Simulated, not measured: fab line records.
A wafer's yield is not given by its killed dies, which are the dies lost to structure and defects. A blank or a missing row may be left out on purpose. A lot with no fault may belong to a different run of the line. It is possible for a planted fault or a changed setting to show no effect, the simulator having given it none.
Which of the tools did it? ; flow berkeley_cmos170 ; 14 lots, 41 wafers sampled, at 3 steps of a route of 331

## WHAT THE GAUGES SHOWED, per wafer
UCB170_GATE_THK_MEAS_05.
lot;measured;on;GATE_POLY_THK (nm)
L600;day 7 01:59;film_metro-01;217.6 217.4 214.9
L602;day 7 07:41;film_metro-03;213.2 214.1 213.8
L603;day 7 07:41;film_metro-01;213.0 212.7 212.3
L604;day 8 01:52;film_metro-03;214.5 213.6 215.3
L606;day 8 01:53;film_metro-01;215.2 215.1 215.2
L608;day 8 16:30;film_metro-03;210.9 208.9 210.6
L614;day 9 23:19;film_metro-01;215.2 214.0
L613;day 9 23:19;film_metro-03;214.2 213.2 211.8
L616;day 10 13:56;film_metro-01;217.9 216.8 219.0
L618;day 10 13:56;film_metro-02;219.6 218.9 217.0
L617;day 10 13:56;film_metro-03;221.7 220.3 220.1
L619;day 11 04:42;film_metro-01;214.9 213.1 213.2
L621;day 11 07:50;film_metro-02;214.2 216.5 214.1
L623;day 12 06:42;film_metro-02;213.4 213.6 214.4

## TOOL THAT RAN EACH LOT (tool first, then ch and the chambers of the sampled wafers, then the start)
lot;UCB170_PFIELD_STRIP_08;UCB170_PVT_STRIP_08
L600;plasma_asher-04 ch 1, day 4 19:44;plasma_asher-03 ch 0,1, day 6 11:02
L602;plasma_asher-04 ch 0,1, day 5 04:52;plasma_asher-02 ch 0,1, day 6 19:13
L603;plasma_asher-02 ch 0,1, day 5 05:07;plasma_asher-01 ch 0, day 6 19:06
L604;plasma_asher-02 ch 0,1, day 5 18:34;plasma_asher-03 ch 0,1, day 7 12:09
L606;plasma_asher-02 ch 0,1, day 6 01:43;plasma_asher-01 ch 0,1, day 7 11:42
L608;plasma_asher-03 ch 0,1, day 6 16:47;plasma_asher-03 ch 0,1, day 8 05:58
L614;plasma_asher-02 ch 0,1, day 7 17:18;plasma_asher-03 ch 0,1, day 9 10:25
L613;plasma_asher-04 ch 0,1, day 7 17:31;plasma_asher-01 ch 0,1, day 9 10:41
L616;plasma_asher-04 ch 0,1, day 8 10:40;plasma_asher-01 ch 0,1, day 10 01:04
L618;plasma_asher-04 ch 0,1, day 8 14:32;plasma_asher-02 ch 0,1, day 10 01:37
L617;plasma_asher-03 ch 0,1, day 8 14:49;plasma_asher-01 ch 0, day 10 01:24
L619;plasma_asher-03 ch 1, day 9 00:17;plasma_asher-01 ch 0,1, day 10 13:04
L621;plasma_asher-03 ch 0,1, day 9 09:03;plasma_asher-03 ch 0,1, day 10 19:49
L623;plasma_asher-04 ch 0,1, day 9 23:40;plasma_asher-01 ch 0,1, day 11 14:44
- UCB170_PFIELD_STRIP_08: strips in O2.
- UCB170_PVT_STRIP_08: strips in O2.

## WHAT THE TOOLS THEMSELVES READ (means of the sampled wafers that have a number; where no wafer has one, the mark that the record gives instead)
UCB170_PFIELD_STRIP_08.
lot;tool;drypump_motor_current_A (A);oes_product_au (a.u.);strip_time_to_endpoint_s (s)
L600;plasma_asher-04;5.3;0.739;21.67
L602;plasma_asher-04;5.9;0.731;21.72
L603;plasma_asher-02;5.9;0.734;21.70
L604;plasma_asher-02;6.0;0.735;21.55
L606;plasma_asher-02;6.3;0.734;21.57
L608;plasma_asher-03;5.8;0.729;21.55
L614;plasma_asher-02;6.2;0.736;21.62
L613;plasma_asher-04;5.6;0.734;21.66
L616;plasma_asher-04;5.9;0.734;21.62
L618;plasma_asher-04;5.6;0.734;21.57
L617;plasma_asher-03;5.9;0.736;21.54
L619;plasma_asher-03;5.7;0.731;21.51
L621;plasma_asher-03;5.8;0.729;21.63
L623;plasma_asher-04;5.8;0.735;21.56

UCB170_PVT_STRIP_08.
lot;tool;drypump_motor_current_A (A);oes_product_au (a.u.);strip_time_to_endpoint_s (s)
L600;plasma_asher-03;5.9;0.733;21.63
L602;plasma_asher-02;6.3;0.739;21.71
L603;plasma_asher-01;6.5;0.733;21.72
L604;plasma_asher-03;5.9;0.736;21.54
L606;plasma_asher-01;6.2;0.734;21.62
L608;plasma_asher-03;5.8;0.732;21.63
L614;plasma_asher-03;5.8;0.738;21.64
L613;plasma_asher-01;6.3;0.734;21.67
L616;plasma_asher-01;6.3;0.735;21.61
L618;plasma_asher-02;6.0;0.738;21.57
L617;plasma_asher-01;6.5;0.727;21.52
L619;plasma_asher-01;6.4;0.734;21.63
L621;plasma_asher-03;5.8;0.732;21.63
L623;plasma_asher-01;6.3;0.734;21.70

## THE ANSWER, worked out from the rows above alone
Rule: usual is defined by the lots themselves. Put in order of their means at a reading, lots are off if they are a third of the lots or fewer, leave a main group of 4 or more, and stand apart from it by a gap of 3 or more times the standard deviation of the main group's means; of several such gaps the widest counts. If all means in a main group match to the digits the tables above print for the reading, that group is not used. A lot without any number at a reading at which 4 lots or more have one is off too. Any other lot the step has rows for is counted as sound. Order of review: gauges by route order, followed by the tools' own readings, for which a lot's mean as printed above is used. At the first step where some lot is off, the reading lying furthest off is the one used; lots without a number count as furthest.
None of the lots is off at any reading shown; this tells nothing.

## WHAT THE SIMULATOR HAD PUT IN
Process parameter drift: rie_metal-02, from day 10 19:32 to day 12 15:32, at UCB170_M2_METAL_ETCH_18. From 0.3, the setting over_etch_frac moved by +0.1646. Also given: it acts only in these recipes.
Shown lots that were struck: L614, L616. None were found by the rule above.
